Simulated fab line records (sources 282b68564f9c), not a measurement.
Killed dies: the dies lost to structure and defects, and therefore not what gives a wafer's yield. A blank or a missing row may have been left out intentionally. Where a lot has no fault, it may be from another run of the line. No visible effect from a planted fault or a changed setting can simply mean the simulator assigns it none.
Lot-split experiment + flow ritCmos + on a route of 202 steps: 5 lots, 23 wafers read

## THE SPLIT
At RIT_PLDD_COAT_01 (resist thk 1000 nm), the setting spinRpm was moved away from the recipe's 3250 rpm on 5 of the 23 wafers read, by -2.9% to +2.5%. All remaining wafers had this setting at the recipe value.

## FROM THE SPLIT TO THE READING: what the file shows between them, 3 steps
- RIT_PLDD_SOFTBAKE_02: time 60 s
- RIT_PLDD_EXPOSE_03: exposes mask M8, target cd 40900 nm
- RIT_PLDD_DEVELOP_05: develop time 50 s

## THE READING
NOVOLAK_of_PLDD_COAT_01.thkNm (the simulator's own value, which no gauge read), in nm, at RIT_PLDD_HARDBAKE_07 (time 60 s). There is no usual value for it anywhere in the file. Here, 18 wafers ran the recipe; their average is 882.7 nm with a standard deviation of 2.4 nm.

| wafer  | tool, chamber at the split | spinRpm as run, rpm | against the recipe | NOVOLAK_of_PLDD_COAT_01.thkNm, nm | against lot-mates on the recipe |
|--------|----------------------------|---------------------|--------------------|-----------------------------------|---------------------------------|
| L074.2 | lithoTrack-01, 0           | 3250                | recipe             | 882.6                             | -                               |
| L074.4 | lithoTrack-01, 0           | 3250                | recipe             | 882.1                             | -                               |
| L074.6 | lithoTrack-01, 0           | 3250                | recipe             | 880.4                             | -                               |
| L078.2 | lithoTrack-01, 0           | 3156                | -2.9%              | 897.5                             | +14.4                           |
| L078.3 | lithoTrack-01, 0           | 3156                | -2.9%              | 896.3                             | +13.1                           |
| L078.6 | lithoTrack-01, 0           | 3156                | -2.9%              | 896.3                             | +13.1                           |
| L078.4 | lithoTrack-01, 0           | 3250                | recipe             | 882.3                             | -                               |
| L078.5 | lithoTrack-01, 0           | 3250                | recipe             | 884                               | -                               |
| L079.1 | lithoTrack-01, 0           | 3250                | recipe             | 881.8                             | -                               |
| L079.2 | lithoTrack-01, 0           | 3250                | recipe             | 880.2                             | -                               |
| L079.3 | lithoTrack-01, 0           | 3250                | recipe             | 879.1                             | -                               |
| L079.4 | lithoTrack-01, 0           | 3250                | recipe             | 882.1                             | -                               |
| L079.5 | lithoTrack-01, 0           | 3250                | recipe             | 882.5                             | -                               |
| L080.1 | lithoTrack-02, 0           | 3331                | +2.5%              | 874.5                             | -12.7                           |
| L080.2 | lithoTrack-02, 0           | 3250                | recipe             | 887                               | -                               |
| L080.3 | lithoTrack-02, 0           | 3331                | +2.5%              | 873.4                             | -13.8                           |
| L080.5 | lithoTrack-02, 0           | 3250                | recipe             | 886.2                             | -                               |
| L080.6 | lithoTrack-02, 0           | 3250                | recipe             | 888.4                             | -                               |
| L081.2 | lithoTrack-03, 0           | 3250                | recipe             | 880.8                             | -                               |
| L081.3 | lithoTrack-03, 0           | 3250                | recipe             | 884.2                             | -                               |
| L081.4 | lithoTrack-03, 0           | 3250                | recipe             | 883.3                             | -                               |
| L081.5 | lithoTrack-03, 0           | 3250                | recipe             | 879.5                             | -                               |
| L081.6 | lithoTrack-03, 0           | 3250                | recipe             | 882.8                             | -                               |

THE FIT
A straight line over all 23 wafers: NOVOLAK_of_PLDD_COAT_01.thkNm changes by -4.36 nm for each +1% of spinRpm; r = -0.92; the points scatter about the line by 2.4 nm.
The same after taking each lot's own level away (the mean of its wafers on the recipe; 23 wafers): -4.91 nm for each +1%; r = -0.98; scatter 1.3 nm.
On that fit, the largest move of spinRpm shifts the reading by 14 nm.
The lots' own levels span 881.14 to 887.20 nm, that is 2.5 times the standard deviation above.
So the slope is not independent of the lot-to-lot level: the two fits are not the same.
Check: for one of the wafers moved furthest among these (-2.9%), held out of the fit, the line's prediction against its lot-mates is +13.9 nm. Against them it came out at +14.4 nm.

## THE OTHER SPLITS THESE WAFERS WENT THROUGH
Other splits were also applied to these wafers ahead of the reading. Each is held against what the fit with the lots' levels taken away leaves over:
| other split on the same wafers | wafers away from the commonest value | r with NOVOLAK_of_PLDD_COAT_01.thkNm (lot level and that fit taken away) |
|--------------------------------|--------------------------------------|--------------------------------------------------------------------------|
| RIT_GATE_EXPOSE_13 doseMj      | 4                                    | -0.11                                                                    |
| RIT_NLDD_COAT_01 resistThkNm   | 11                                   | +0.21                                                                    |
| RIT_NLDD_IMPLANT_08 doseCm2    | 10                                   | -0.24                                                                    |

## THE WHOLE CHAIN: every reading that the file lists as answering this split, in the file's order
| step                 | what it does       | reading                                                                        | change (the file's fit)              | r (the file's) |
|----------------------|--------------------|--------------------------------------------------------------------------------|--------------------------------------|----------------|
| RIT_PLDD_COAT_01     | resist thk 1000 nm | NOVOLAK_of_PLDD_COAT_01.thkNm (the simulator's own value, which no gauge read) | -5.65 nm for each +1% of the setting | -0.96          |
| RIT_PLDD_HARDBAKE_07 | time 60 s          | NOVOLAK_of_PLDD_COAT_01.thkNm (the simulator's own value, which no gauge read) | -4.95 nm for each +1% of the setting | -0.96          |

## FILE'S OWN FIT
NOVOLAK_of_PLDD_COAT_01.thkNm changes by -4.95 nm for each +1% of spinRpm, r = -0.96.
